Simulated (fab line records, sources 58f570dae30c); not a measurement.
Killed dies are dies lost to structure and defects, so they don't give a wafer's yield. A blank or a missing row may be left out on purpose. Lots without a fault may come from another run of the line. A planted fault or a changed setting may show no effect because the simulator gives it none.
Split-lot experiment | flow berkeley_cmos170 | 5 lots, 23 wafers read, on a route of 331 steps

THE SPLIT
At UCB170_M1_SPUTTER_00 (material Al, target thk 600 nm, time 80 s), the setting time_s was moved away from the recipe's 80 s on 7 of the 23 wafers read, by -8.7% to +9.8%. The other wafers ran this setting at the recipe's value.

FROM THE SPLIT TO THE READING: what the file shows between them, 1 step
- UCB170_M1_RS_MEAS_01: measures by four-point-probe

THE READING
M1_AL_THK, in nm, at UCB170_M1_THK_MEAS_02 (measures by xrf). Fault-free wafers of this fab line usually give 593 nm, standard deviation 7.3 nm.

wafer  | tool, chamber at the split | time_s as run, s | against the recipe | M1_AL_THK, nm | against lot-mates on the recipe
L078.1 | pvd_sputter-04, -          | 80               | recipe             | 608           | -
L078.3 | pvd_sputter-04, -          | 80               | recipe             | 598           | -
L078.4 | pvd_sputter-04, -          | 80               | recipe             | 608           | -
L078.5 | pvd_sputter-04, -          | 87.82            | +9.8%              | 663           | +58
L078.6 | pvd_sputter-04, -          | 87.82            | +9.8%              | 666           | +61
L075.1 | pvd_sputter-02, -          | 80               | recipe             | 594           | -
L075.3 | pvd_sputter-02, -          | 80               | recipe             | 591           | -
L075.6 | pvd_sputter-02, -          | 80               | recipe             | 586           | -
L081.1 | pvd_sputter-01, -          | 80               | recipe             | 599           | -
L081.3 | pvd_sputter-01, -          | 80               | recipe             | 592           | -
L081.4 | pvd_sputter-01, -          | 80               | recipe             | 598           | -
L081.5 | pvd_sputter-01, -          | 80               | recipe             | 583           | -
L081.6 | pvd_sputter-01, -          | 80               | recipe             | 599           | -
L080.1 | pvd_sputter-02, -          | 85.18            | +6.5%              | 617           | +36
L080.2 | pvd_sputter-02, -          | 85.18            | +6.5%              | 618           | +37
L080.3 | pvd_sputter-02, -          | 85.18            | +6.5%              | 615           | +34
L080.4 | pvd_sputter-02, -          | 80               | recipe             | 580           | -
L080.6 | pvd_sputter-02, -          | 80               | recipe             | 582           | -
L084.1 | pvd_sputter-01, -          | 73.08            | -8.7%              | 545           | -54
L084.2 | pvd_sputter-01, -          | 73.08            | -8.7%              | 546           | -53
L084.3 | pvd_sputter-01, -          | 80               | recipe             | 602           | -
L084.4 | pvd_sputter-01, -          | 80               | recipe             | 601           | -
L084.6 | pvd_sputter-01, -          | 80               | recipe             | 595           | -

THE FIT
A straight line over all 23 wafers: M1_AL_THK changes by +5.7 nm for each +1% of time_s; r = +0.93; the points scatter about the line by 10 nm.
The same after taking each lot's own level away (the mean of its wafers on the recipe; 23 wafers): +6.01 nm for each +1%; r = +0.99; scatter 4.2 nm.
On that fit, the largest move of time_s shifts the reading by 59 nm.
The lots' own levels span 581.0 to 604.7 nm, that is 3.2 times the standard deviation above.
So the lot-to-lot level changes the slope little: the two slopes agree.
Check: with one of the wafers moved furthest among these (+9.8%) left out of the fit, the line predicts +58.3 nm for it against its lot-mates. It came out at +58.3 nm against them.

OTHER SPLITS ON THESE WAFERS
These wafers also went through other splits before the reading. Each is held against what the fit with the lots' levels taken away leaves over:
other split on the same wafers        | wafers away from the commonest value | r with M1_AL_THK (lot level and that fit taken away)
UCB170_PVT_COAT_01 resist_thk_nm      | 8                                    | +0.01
UCB170_PLDD_PEB_04 peb_temp_c         | 6                                    | -0.04
UCB170_PLDD_DEVELOP_05 develop_time_s | 4                                    | -0.01
UCB170_NLDD_COAT_01 resist_thk_nm     | 5                                    | -0.35
UCB170_CONTACT_CVD_01 temp_c          | 15                                   | -0.11
UCB170_CONTACT_PEB_13 peb_temp_c      | 8                                    | -0.03

THE WHOLE CHAIN: every reading that the file lists as answering this split, in the file's order
step                  | what it does                              | reading                                                                     | change (the file's fit)               | r (the file's)
UCB170_M1_SPUTTER_00  | material Al, target thk 600 nm, time 80 s | Al_of_M1_SPUTTER_00.thk_nm (the simulator's own value, which no gauge read) | +6.06 nm for each +1% of the setting  | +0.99
UCB170_M1_RS_MEAS_01  | measures by four-point-probe              | M1_AL_RS                                                                    | -0.000484 for each +1% of the setting | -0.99
UCB170_M1_THK_MEAS_02 | measures by xrf                           | M1_AL_THK                                                                   | +6.01 for each +1% of the setting     | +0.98

THE FILE'S OWN FIT
M1_AL_THK changes by +6.01 nm for each +1% of time_s, r = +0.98.
